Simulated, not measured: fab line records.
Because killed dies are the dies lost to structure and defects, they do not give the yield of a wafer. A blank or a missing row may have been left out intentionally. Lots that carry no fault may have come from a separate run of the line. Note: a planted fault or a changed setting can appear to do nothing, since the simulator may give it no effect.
Problem report, 8D (eight disciplines) form, completed by code :: flow rit_cmos :: the parts of the form that need people (team, actions taken, sign-off) are left out

== 1. PROBLEM STATEMENT ==
Wafers free of any fault read 249.6 nm (standard deviation 2.2) for GATE_POLY_THK at RIT_GATE_THK_MEAS_09, against a mean of 262.6 nm on 6 wafers of 2 lots. Measured from the usual mean, that is +5.9 standard deviations.
The first sign was on wafer L745.4 at day 5 09:05, on film_metro-02. Wafers with a number at this step in the record: 42, from 14 lots. The rule behind "out" and "out of limits": a value lying over 4 standard deviations away from the usual mean. All remaining wafers that have a number are taken as sound.

== 2. WHAT THIS IS AND IS NOT ==
question: which readings at this step
is: GATE_POLY_THK
is not: -

question: which lots
is: L745, L747
is not: L734, L735, L736, L737, L738, L739, L742, L743, L744, L750, L752, L754

question: which wafers of those lots
is: all that have a number
is not: -

question: read on which gauges
is: film_metro-01, film_metro-02
is not: film_metro-03

question: when
is: from day 5 09:05
is not: up to then (27 sound wafers); but 9 sound wafers of L750, L752, L754 came after

== 3. WHAT RULES OUT EACH SUSPECT ==
Counting: a tool stays on the suspect list if, at a process step up to the reading, it processed all lots that are out and no sound lot following the first of them.
- the gauge at RIT_GATE_THK_MEAS_09 has been ruled out. The wafers that are out were read on 2 gauges (film_metro-01, film_metro-02).
- lpcvd-01 at RIT_GATE_CVD_08 (deposits poly-Si from SiH4, target thk 250 nm, time 2220 s): kept. It ran every lot that is out, first L745 (day 5 07:26), and no sound lot after that; its last sound lot up to then is L744 (day 4 22:13).
After counting, what remains is lpcvd-01 at RIT_GATE_CVD_08.

== 4. THE CAUSE (what the simulator had put in) ==
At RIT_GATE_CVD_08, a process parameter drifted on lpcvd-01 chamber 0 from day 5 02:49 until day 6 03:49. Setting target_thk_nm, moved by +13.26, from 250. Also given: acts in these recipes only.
Counting left only this tool.

== 5. THE CHAIN OF EFFECTS, in route order ==
Rows list readings where the struck wafers' mean (over those with a number) sits beyond 3 standard deviations from the usual. Scope: only readings with a usual standard deviation given in the record; hours: median across lots of the time from each lot's start at the first step in this table that gives one to its start at this step; sigmas: change in usual standard deviations.
hours: 0
step: RIT_GATE_THK_MEAS_09
reading: GATE_POLY_THK
usual: 249.6 nm
on struck wafers: 262.6
change: +13.0
sigmas: +5.9
Later measuring or inspecting steps at which every struck wafer that the step has a row for has a number for every such reading, and none has moved that far: RIT_CONTACT_CD_MEAS_08.

== 6. WHAT WOULD HAVE CAUGHT IT SOONER ==
The first out-of-limits reading at a measuring or inspecting step in this record came at day 5 09:05, 6 hours after the fault's start at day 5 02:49.
No tool reading at RIT_GATE_CVD_08 that has a usual standard deviation in the record was out on any struck wafer, so an alarm limit of 4 standard deviations on those readings would not have fired.
Of the lots that are out (2), L747 began RIT_GATE_CVD_08 on lpcvd-01 after day 5 09:05. Holding the tool at that time would have saved it.
